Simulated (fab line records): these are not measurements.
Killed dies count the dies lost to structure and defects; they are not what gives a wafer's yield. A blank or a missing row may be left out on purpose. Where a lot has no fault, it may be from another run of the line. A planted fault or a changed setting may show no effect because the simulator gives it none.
Struck lot and sound lot, side by side	flow rit-cmos	15 out of 202 route steps
Sound: these wafers, L306.3, L306.5, L306.6. Wafers L319.2, L319.5, L319.6 were the ones struck. Last of all comes the cause.
Each step with rows lists, per side, the tool, then ch with its chambers, then its first start. Under that, the readings that differ: sound wafers	struck wafers	difference of the means	sigmas: that difference in standard deviations of wafers without a fault.
alike: same words and numbers on both sides, and readings whose means sit less than 2 such deviations apart. not compared: any withheld reading, any reading some wafer has no value for, any bound like >300 that may hide the same value, and any number with overlapping values for which the record gives no deviation.
The two part at a step that has a row with sigmas, a row that says differs or no value, or rows on one side only. When numbers do not overlap yet have no deviation, they are printed without sigmas and do not part them. Lack of a reading on every wafer of one side parts them only where that side has two or more wafers.

RIT_FOX2_THK_MEAS_01:
  sound on film-metro-04, day 1 18:41; struck on film-metro-04, day 4 14:01
  alike: FOX2_OXIDE_THK
then, 2 steps without rows for these wafers: RIT_FOX2_CLEAN_02 (cleans in dHF, time 180 s); RIT_FOX2_WET_ETCH_03 (etches Si3N4 in H3PO4, target depth 195 nm, time 2700 s).
RIT_FOX2_THK_MEAS_90:
  sound on film-metro-04, day 1 19:38; struck on film-metro-04, day 4 15:02
  alike: FIELD_OXIDE_LEFT_1_THK
then, 6 steps without rows for these wafers: RIT_NWELL_HMDS_00 (prime time 60 s); RIT_NWELL_COAT_01 (resist thk 1300 nm); RIT_NWELL_SOFTBAKE_02 (time 60 s); RIT_NWELL_EXPOSE_03 (exposes mask M2, target cd 43900 nm); RIT_NWELL_PEB_04; RIT_NWELL_DEVELOP_05 (develop time 68 s).
RIT_NWELL_OVL_MEAS_06:
  sound on overlay-01, day 1 20:43; struck on overlay-01, day 4 16:05
  alike: NWELL_OVL
then, 1 step without rows for these wafers: RIT_NWELL_HARDBAKE_07 (time 120 s).
RIT_NWELL_IMPLANT_08:
  sound on implanter-03 ch 0, day 1 21:02; struck on implanter-03 ch 0, day 4 16:24
reading	sound	struck	difference	sigmas
tilt-deg (degrees)	7.018 6.987 6.977	5.951 5.954 5.951	-1.042	-52
  alike: beam-energy-keV
RIT_NWELL_STRIP_09: strips in O2, time 180 s.
  sound on plasma-asher-04 ch 0,1, day 1 21:12; struck on plasma-asher-02 ch 0,1, day 4 16:31
  alike: drypump-motor-current-A
  not compared: rf-hours-counter-h
RIT_M1_PROBE_99:
  sound on prober-02, day 3 10:44; struck on prober-01, day 6 09:58
reading	sound	struck	difference	sigmas
model.etest.pplus-sal.width-nm (nm)	3444 3445 3464	3409 3412 3411	-40	
model.etest.nplus-sal.width-nm (nm)	3480 3455 3461	3410 3411 3410	-55	
  alike: killed_at_M0_to_M3, killed-at-contacts, killed-at-front-end, killed-dies, killed-open, killed-short

== WHERE THEY PART ==
At RIT_NWELL_IMPLANT_08 and nowhere else, as far as this record goes. Later steps at which nothing parts them and some readings are alike: RIT_NWELL_STRIP_09, RIT_M1_PROBE_99.

WHY: the cause the simulator had injected
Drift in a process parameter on implanter-03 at RIT_NWELL_IMPLANT_08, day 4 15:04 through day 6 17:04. From 7, the setting tilt-deg moved by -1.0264. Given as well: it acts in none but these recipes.
